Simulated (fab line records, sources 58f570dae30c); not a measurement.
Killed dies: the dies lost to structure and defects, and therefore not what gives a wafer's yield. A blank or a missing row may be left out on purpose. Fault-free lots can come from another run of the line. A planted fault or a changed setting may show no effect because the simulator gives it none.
Which tool was responsible?    flow berkeley_cmos170    14 lots, 42 wafers sampled, at 3 steps of a route of 331

== WHAT THE GAUGES SHOWED, per wafer ==
UCB170_M1_CD_MEAS_09: the cd target is 700 nm.
lot   measured      on         cd_nm (nm)
L326  day 7 10:49   cd_sem-01  700.3 700.5 700.4
L328  day 7 16:02   cd_sem-01  700.0 698.6 698.4
L330  day 8 03:34   cd_sem-01  699.3 698.8 699.8
L333  day 8 12:28   cd_sem-01  699.1 700.0 698.8
L334  day 8 14:58   cd_sem-02  699.4 698.4 698.5
L338  day 9 11:43   cd_sem-02  700.6 698.6 699.3
L339  day 9 14:25   cd_sem-02  699.3 698.1 699.2
L344  day 10 19:40  cd_sem-01  700.8 702.1 701.7
L345  day 10 20:16  cd_sem-02  700.4 699.2 699.6
L343  day 10 20:34  cd_sem-01  702.0 702.2 700.4
L346  day 11 11:26  cd_sem-01  700.7 701.4 700.9
L347  day 11 20:54  cd_sem-01  698.9 698.1 698.6
L348  day 11 22:38  cd_sem-01  697.8 697.5 697.6
L349  day 11 22:50  cd_sem-02  698.1 698.4 698.0

UCB170_M1_OVL_MEAS_10.
lot   measured      on          M1_OVL (nm)
L326  day 7 10:55   overlay-01  -3 -7 -2
L328  day 7 16:10   overlay-01  -2 4 3
L330  day 8 03:41   overlay-01  4 0 1
L333  day 8 12:35   overlay-02  -3 -2 -4
L334  day 8 15:05   overlay-02  -4 2 -2
L338  day 9 11:50   overlay-02  0 2 -1
L339  day 9 14:31   overlay-02  2 4 13
L344  day 10 19:47  overlay-02  -4 -6 -1
L345  day 10 20:23  overlay-01  -1 6 4
L343  day 10 20:40  overlay-02  3 -2 -4
L346  day 11 11:34  overlay-02  -6 -6 -11
L347  day 11 20:59  overlay-01  -10 -10 0
L348  day 11 22:44  overlay-02  1 5 1
L349  day 11 22:57  overlay-01  -3 0 3

== TOOL THAT RAN EACH LOT (tool first, then ch and the chambers of the sampled wafers, then the start) ==
lot   UCB170_CONTACT_RTA_08
L326  rtp_anneal-01 ch 0, day 7 07:18
L328  rtp_anneal-01 ch 0, day 7 12:03
L330  rtp_anneal-02 ch 0, day 7 21:56
L333  rtp_anneal-01 ch 0, day 8 09:16
L334  rtp_anneal-01 ch 0, day 8 11:57
L338  rtp_anneal-01 ch 0, day 9 08:51
L339  rtp_anneal-02 ch 0, day 9 10:29
L344  rtp_anneal-01 ch 0, day 10 15:43
L345  rtp_anneal-02 ch 0, day 10 16:28
L343  rtp_anneal-01 ch 0, day 10 16:29
L346  rtp_anneal-02 ch 0, day 11 07:42
L347  rtp_anneal-02 ch 0, day 11 17:46
L348  rtp_anneal-02 ch 0, day 11 19:16
L349  rtp_anneal-01 ch 0, day 11 19:26
- UCB170_CONTACT_RTA_08: time 10 s.

== WHAT THE TOOLS THEMSELVES READ (means of the sampled wafers that have a number; where no wafer has one, the mark that the record gives instead) ==
UCB170_CONTACT_RTA_08.
lot   tool           lamp_power_pct (%)  wafer_temp_C_max
L326  rtp_anneal-01  24.3                903.9
L328  rtp_anneal-01  24.3                903.6
L330  rtp_anneal-02  22.6                902.1
L333  rtp_anneal-01  24.3                903.4
L334  rtp_anneal-01  24.3                904.4
L338  rtp_anneal-01  24.3                903.2
L339  rtp_anneal-02  22.6                902.0
L344  rtp_anneal-01  24.3                903.5
L345  rtp_anneal-02  22.6                902.0
L343  rtp_anneal-01  24.3                904.3
L346  rtp_anneal-02  22.6                902.8
L347  rtp_anneal-02  22.6                901.7
L348  rtp_anneal-02  22.6                902.6
L349  rtp_anneal-01  24.3                903.9

== THE ANSWER, worked out from the rows above alone ==
Rule: usual is defined by the lots themselves. Put in order of their means at a reading, lots are off if they are a third of the lots or fewer, leave a main group of 4 or more, and stand apart from it by a gap of 3 or more times the standard deviation of the main group's means; of several such gaps the widest counts. A main group is skipped when, at the precision printed for the reading in the tables above, its means are all equal. Also off: a lot with no number at a reading for which 4 or more lots have one. Any other lot the step has rows for is counted as sound. Order of review: gauges by route order, followed by the tools' own readings, for which a lot's mean as printed above is used. At the first step where some lot is off, the reading lying furthest off is the one used; lots without a number count as furthest.
None of the lots is off at any reading shown; this tells nothing.

== WHAT WAS PUT IN BY THE SIMULATOR ==
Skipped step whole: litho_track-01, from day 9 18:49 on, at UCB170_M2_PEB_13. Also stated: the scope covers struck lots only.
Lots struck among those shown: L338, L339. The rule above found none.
